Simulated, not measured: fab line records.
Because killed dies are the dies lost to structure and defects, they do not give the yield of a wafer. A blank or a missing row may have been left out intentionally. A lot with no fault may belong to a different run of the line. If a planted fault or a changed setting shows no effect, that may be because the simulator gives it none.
Which tool is to blame? :: flow berkeley_cmos170 :: 14 lots, 42 wafers sampled, at 4 steps of a route of 331

## WHAT EACH GAUGE READ, for each wafer
UCB170_V1_BOW_MEAS_03. Usual: for V1_BOW the level is 18 um and the standard deviation is 6.1.
lot: L723
measured: day 7 14:10
on: film_metro-03
V1_BOW (um): 19 23 15
flag: 

lot: L724
measured: day 7 23:59
on: film_metro-01
V1_BOW (um): 15 17 13
flag: 

lot: L726
measured: day 8 06:44
on: film_metro-02
V1_BOW (um): 19 23 13
flag: 

lot: L729
measured: day 8 19:59
on: film_metro-01
V1_BOW (um): 11 16 22
flag: 

lot: L731
measured: day 8 20:32
on: film_metro-03
V1_BOW (um): 23 14 22
flag: 

lot: L730
measured: day 8 20:16
on: film_metro-02
V1_BOW (um): 20 26 24
flag: 

lot: L732
measured: day 9 13:30
on: film_metro-03
V1_BOW (um): 16 18 16
flag: 

lot: L733
measured: day 9 13:44
on: film_metro-01
V1_BOW (um): 21 19 24
flag: 

lot: L735
measured: day 10 03:34
on: film_metro-03
V1_BOW (um): 27 16 21
flag: 

lot: L738
measured: day 10 20:23
on: film_metro-01
V1_BOW (um): 22 27 18
flag: 

lot: L740
measured: day 11 12:32
on: film_metro-03
V1_BOW (um): 22 5 17
flag: 

lot: L744
measured: day 12 02:47
on: film_metro-01
V1_BOW (um): 21 12 12
flag: 

lot: L746
measured: day 12 13:16
on: film_metro-02
V1_BOW (um): 21 11 11
flag: 

lot: L745
measured: day 12 13:36
on: film_metro-01
V1_BOW (um): 26 26 24
flag: 

UCB170_M3_BOW_MEAS_20. Usual: for M3_BOW the level is 35 um and the standard deviation is 6.4.
lot: L723
measured: day 8 01:53
on: film_metro-03
M3_BOW (um): 38 43 35
flag: 

lot: L724
measured: day 8 11:45
on: film_metro-03
M3_BOW (um): 30 33 28
flag: 

lot: L726
measured: day 8 16:39
on: film_metro-04
M3_BOW (um): 37 41 31
flag: 

lot: L729
measured: day 9 06:10
on: film_metro-02
M3_BOW (um): 28 32 39
flag: 

lot: L731
measured: day 9 07:13
on: film_metro-02
M3_BOW (um): 41 33 41
flag: 

lot: L730
measured: day 9 06:29
on: film_metro-04
M3_BOW (um): 43 48 47
flag: 

lot: L732
measured: day 10 00:32
on: film_metro-02
M3_BOW (um): 32 31 30
flag: 

lot: L733
measured: day 10 00:19
on: film_metro-04
M3_BOW (um): 37 35 40
flag: 

lot: L735
measured: day 10 14:20
on: film_metro-04
M3_BOW (um): 43 33 37
flag: 

lot: L738
measured: day 11 09:34
on: film_metro-04
M3_BOW (um): 39 44 36
flag: 

lot: L740
measured: day 12 01:08
on: film_metro-02
M3_BOW (um): 38 21 32
flag: 

lot: L744
measured: day 12 16:58
on: film_metro-02
M3_BOW (um): 40 31 31
flag: 

lot: L746
measured: day 12 23:58
on: film_metro-04
M3_BOW (um): 40 29 28
flag: 

lot: L745
measured: day 13 00:52
on: film_metro-04
M3_BOW (um): 42 43 40
flag: 

## WHAT TOOL EACH LOT RAN ON (gives the tool, then ch and the chambers of the sampled wafers, and finally the start)
lot: L723
UCB170_PWELL_IMPLANT_15: implanter-03 ch 0, day 2 22:50
UCB170_M3_STRIP_07: plasma_asher-01 ch 0,1, day 7 23:02

lot: L724
UCB170_PWELL_IMPLANT_15: implanter-03 ch 0, day 3 13:25
UCB170_M3_STRIP_07: plasma_asher-04 ch 0, day 8 09:52

lot: L726
UCB170_PWELL_IMPLANT_15: implanter-01 ch 0, day 3 21:04
UCB170_M3_STRIP_07: plasma_asher-01 ch 0,1, day 8 14:46

lot: L729
UCB170_PWELL_IMPLANT_15: implanter-01 ch 0, day 4 10:26
UCB170_M3_STRIP_07: plasma_asher-02 ch 0,1, day 9 04:26

lot: L731
UCB170_PWELL_IMPLANT_15: implanter-02 ch 0, day 4 13:33
UCB170_M3_STRIP_07: plasma_asher-04 ch 0,1, day 9 05:29

lot: L730
UCB170_PWELL_IMPLANT_15: implanter-01 ch 0, day 4 14:41
UCB170_M3_STRIP_07: plasma_asher-04 ch 0,1, day 9 04:44

lot: L732
UCB170_PWELL_IMPLANT_15: implanter-03 ch 0, day 4 21:29
UCB170_M3_STRIP_07: plasma_asher-02 ch 0,1, day 9 22:40

lot: L733
UCB170_PWELL_IMPLANT_15: implanter-02 ch 0, day 4 22:05
UCB170_M3_STRIP_07: plasma_asher-04 ch 0,1, day 9 22:13

lot: L735
UCB170_PWELL_IMPLANT_15: implanter-02 ch 0, day 5 08:46
UCB170_M3_STRIP_07: plasma_asher-01 ch 0,1, day 10 12:19

lot: L738
UCB170_PWELL_IMPLANT_15: implanter-03 ch 0, day 6 01:29
UCB170_M3_STRIP_07: plasma_asher-04 ch 1, day 11 06:32

lot: L740
UCB170_PWELL_IMPLANT_15: implanter-03 ch 0, day 6 15:31
UCB170_M3_STRIP_07: plasma_asher-02 ch 0,1, day 11 22:43

lot: L744
UCB170_PWELL_IMPLANT_15: implanter-02 ch 0, day 7 10:14
UCB170_M3_STRIP_07: plasma_asher-02 ch 0,1, day 12 14:59

lot: L746
UCB170_PWELL_IMPLANT_15: implanter-02 ch 0, day 7 21:17
UCB170_M3_STRIP_07: plasma_asher-02 ch 0,1, day 12 21:54

lot: L745
UCB170_PWELL_IMPLANT_15: implanter-01 ch 0, day 7 21:22
UCB170_M3_STRIP_07: plasma_asher-02 ch 0,1, day 12 23:01
- UCB170_PWELL_IMPLANT_15
- UCB170_M3_STRIP_07: strips in O2.

## AS READ BY THE TOOLS THEMSELVES (means over the sampled wafers that have a number; for cases with no such wafer, the mark the record gives instead)
UCB170_PWELL_IMPLANT_15. Usual: beam_energy_keV reads 60.000 (standard deviation 0.02).
lot: L723
tool: implanter-03
beam_energy_keV: 59.983
flag: 

lot: L724
tool: implanter-03
beam_energy_keV: 59.992
flag: 

lot: L726
tool: implanter-01
beam_energy_keV: 60.012
flag: 

lot: L729
tool: implanter-01
beam_energy_keV: 60.016
flag: 

lot: L731
tool: implanter-02
beam_energy_keV: 60.017
flag: 

lot: L730
tool: implanter-01
beam_energy_keV: 59.996
flag: 

lot: L732
tool: implanter-03
beam_energy_keV: 60.033
flag: 

lot: L733
tool: implanter-02
beam_energy_keV: 60.003
flag: 

lot: L735
tool: implanter-02
beam_energy_keV: 60.013
flag: 

lot: L738
tool: implanter-03
beam_energy_keV: 65.738
flag: OFF

lot: L740
tool: implanter-03
beam_energy_keV: 65.711
flag: OFF

lot: L744
tool: implanter-02
beam_energy_keV: 59.989
flag: 

lot: L746
tool: implanter-02
beam_energy_keV: 59.991
flag: 

lot: L745
tool: implanter-01
beam_energy_keV: 60.012
flag: 

UCB170_M3_STRIP_07. Usual: drypump_motor_current_A 5.6 A, standard deviation 0.4; oes_product_au 0.734 a.u., standard deviation 0.0041; strip_time_to_endpoint_s 22.00 s, standard deviation 0.072.
lot: L723
tool: plasma_asher-01
drypump_motor_current_A (A): 6.1
oes_product_au (a.u.): 0.729
strip_time_to_endpoint_s (s): 22.03
flag: 

lot: L724
tool: plasma_asher-04
drypump_motor_current_A (A): 5.6
oes_product_au (a.u.): 0.737
strip_time_to_endpoint_s (s): 22.11
flag: 

lot: L726
tool: plasma_asher-01
drypump_motor_current_A (A): 6.1
oes_product_au (a.u.): 0.736
strip_time_to_endpoint_s (s): 22.06
flag: 

lot: L729
tool: plasma_asher-02
drypump_motor_current_A (A): 5.1
oes_product_au (a.u.): 0.733
strip_time_to_endpoint_s (s): 22.06
flag: 

lot: L731
tool: plasma_asher-04
drypump_motor_current_A (A): 5.4
oes_product_au (a.u.): 0.733
strip_time_to_endpoint_s (s): 21.90
flag: 

lot: L730
tool: plasma_asher-04
drypump_motor_current_A (A): 5.5
oes_product_au (a.u.): 0.736
strip_time_to_endpoint_s (s): 22.04
flag: 

lot: L732
tool: plasma_asher-02
drypump_motor_current_A (A): 5.2
oes_product_au (a.u.): 0.734
strip_time_to_endpoint_s (s): 22.01
flag: 

lot: L733
tool: plasma_asher-04
drypump_motor_current_A (A): 5.4
oes_product_au (a.u.): 0.736
strip_time_to_endpoint_s (s): 21.90
flag: 

lot: L735
tool: plasma_asher-01
drypump_motor_current_A (A): 6.1
oes_product_au (a.u.): 0.739
strip_time_to_endpoint_s (s): 22.03
flag: 

lot: L738
tool: plasma_asher-04
drypump_motor_current_A (A): 5.3
oes_product_au (a.u.): 0.734
strip_time_to_endpoint_s (s): 21.94
flag: 

lot: L740
tool: plasma_asher-02
drypump_motor_current_A (A): 5.2
oes_product_au (a.u.): 0.731
strip_time_to_endpoint_s (s): 22.00
flag: 

lot: L744
tool: plasma_asher-02
drypump_motor_current_A (A): 5.2
oes_product_au (a.u.): 0.737
strip_time_to_endpoint_s (s): 22.03
flag: 

lot: L746
tool: plasma_asher-02
drypump_motor_current_A (A): 5.2
oes_product_au (a.u.): 0.736
strip_time_to_endpoint_s (s): 21.96
flag: 

lot: L745
tool: plasma_asher-02
drypump_motor_current_A (A): 5.2
oes_product_au (a.u.): 0.735
strip_time_to_endpoint_s (s): 21.94
flag: 

## THE ANSWER, worked out from the rows above alone
Rule: a lot is off if the mean of its wafers that have a number lies more than 3 standard deviations from the usual mean. Also off: a lot with no number at a reading for which 4 or more lots have one. All remaining lots with rows at the step are treated as sound. After the gauges, taken in route order, come the tools' own readings; for these a lot's mean is taken, as printed above. The first step at which some lot is off is used, and at that step the reading that is off furthest; a lot without a number counts as furthest.
Off, at UCB170_PWELL_IMPLANT_15 on beam_energy_keV: L738, L740.
If a tool, at that step or one of the process steps before it, ran each lot that is off and ran no sound lot following the first of them, it fits. One fits: UCB170_PWELL_IMPLANT_15 on implanter-03. A fault onset in the window from L732 (day 4 21:29, its last sound lot) to L738 (day 6 01:29, its first lot off) fits.
On the lots that are off, the tool's own readings at UCB170_PWELL_IMPLANT_15 differ by more than 5 times the standard deviation of the sound lots' means, which bears it out; beam_energy_keV reads 65.725 there versus 60.005 on the sound lots.

## WHAT WAS PUT IN BY THE SIMULATOR
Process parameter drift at UCB170_PWELL_IMPLANT_15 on implanter-03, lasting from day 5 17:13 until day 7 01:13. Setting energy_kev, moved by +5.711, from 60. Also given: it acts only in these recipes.
Shown lots that were struck: L738, L740. The same result came from the rule above.
